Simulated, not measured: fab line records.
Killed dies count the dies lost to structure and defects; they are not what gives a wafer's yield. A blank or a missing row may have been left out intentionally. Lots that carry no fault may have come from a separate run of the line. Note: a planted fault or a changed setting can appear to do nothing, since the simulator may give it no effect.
Code-filled problem report in 8D (eight disciplines) form || flow rit_cmos || the parts of the form that need people (team, actions taken, sign-off) are left out

1. THE PROBLEM
PWELL_TW at RIT_PWELL_TW_MEAS_10 reads a mean of 1070 on 6 wafers of 2 lots; wafers without a fault read 960 with a standard deviation of 11. That puts it +10 standard deviations away from the usual mean.
First seen on wafer L821.1, day 3 16:14, on film_metro-02. Wafers with a number at this step in the record: 42, from 14 lots. By rule, "out" or "out of limits" means more than 4 standard deviations away from the usual mean. The rest of the wafers with a number are treated as sound.

2. WHAT IT IS; WHAT IT IS NOT
{"question": "which readings at this step", "is": "PWELL_TW", "is not": "-"}
{"question": "which lots", "is": "L821, L822", "is not": "L813, L814, L816, L818, L819, L823, L830, L832, L833, L834, L835, L836"}
{"question": "which wafers of those lots", "is": "all that have a number", "is not": "-"}
{"question": "read on which gauges", "is": "film_metro-02, film_metro-03", "is not": "film_metro-04"}
{"question": "when", "is": "from day 3 16:14", "is not": "up to then (15 sound wafers); but 21 sound wafers of L823, L830, L832, L833, L834, L835, L836 came after"}

3. SUSPECTS, AND WHAT RULES EACH OUT
Counting: a tool at a process step up to the reading stays a suspect if it ran every lot that is out and no sound lot after the first of them.
- the gauge at RIT_PWELL_TW_MEAS_10 is ruled out. The wafers that are out were read on 2 gauges (film_metro-02, film_metro-03).
- implanter-03 at RIT_PWELL_IMPLANT_08: kept. It ran every lot that is out, first L821 (day 3 15:55), and no sound lot after that; its last sound lot up to then is L819 (day 3 09:07). On those wafers its own readings are out: dose_ions_cm2, faraday_current_uA.
After counting, what remains is implanter-03 at RIT_PWELL_IMPLANT_08.

4. THE CAUSE (what the simulator had put in)
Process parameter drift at RIT_PWELL_IMPLANT_08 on implanter-03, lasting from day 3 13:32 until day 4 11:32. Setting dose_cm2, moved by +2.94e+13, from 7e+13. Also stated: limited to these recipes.
After counting, this tool was the only one left.

5. THE EFFECT CHAIN, in route order
One row per reading whose mean, taken over the struck wafers that have a number, lies over 3 standard deviations from the usual. Only readings for which the record gives a usual standard deviation are gone through. hours: the time from each lot's start at the first step in this table that gives one to its start at this step, as a median over the lots. sigmas: the change in usual standard deviations.
{"hours": 0, "step": "RIT_PWELL_IMPLANT_08", "reading": "dose_ions_cm2", "usual": 7.002e+13, "on struck wafers": 9.938e+13, "change": "+2.936e+13", "sigmas": "+99 or more"}
{"hours": 0, "step": "RIT_PWELL_IMPLANT_08", "reading": "faraday_current_uA", "usual": 222, "on struck wafers": 316, "change": "+94", "sigmas": "+21"}
{"hours": 0, "step": "RIT_PWELL_TW_MEAS_10", "reading": "PWELL_TW", "usual": 960, "on struck wafers": 1070, "change": "+110", "sigmas": "+10"}
{"hours": 6, "step": "RIT_WELLDRIVE_RS_MEAS_02", "reading": "PWELL_RS", "usual": "428.9 ohm/sq", "on struck wafers": 345.5, "change": -83.4, "sigmas": -83}
It contains these process steps:
- RIT_PWELL_IMPLANT_08

6. WHAT WOULD HAVE CAUGHT IT SOONER
3 hours passed between the start of the fault at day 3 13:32 and the first reading out of limits at a measuring or inspecting step in this record, taken at day 3 16:14.
At RIT_PWELL_IMPLANT_08, the tool's own readings (dose_ions_cm2, faraday_current_uA) were out on each struck wafer the step has a row for, so an alarm limit on them would have fired on the first such wafer.
L822, from the lots that are out (2), started RIT_PWELL_IMPLANT_08 on implanter-03 later than day 3 16:14. Had the tool been put on hold then, it would have been spared.
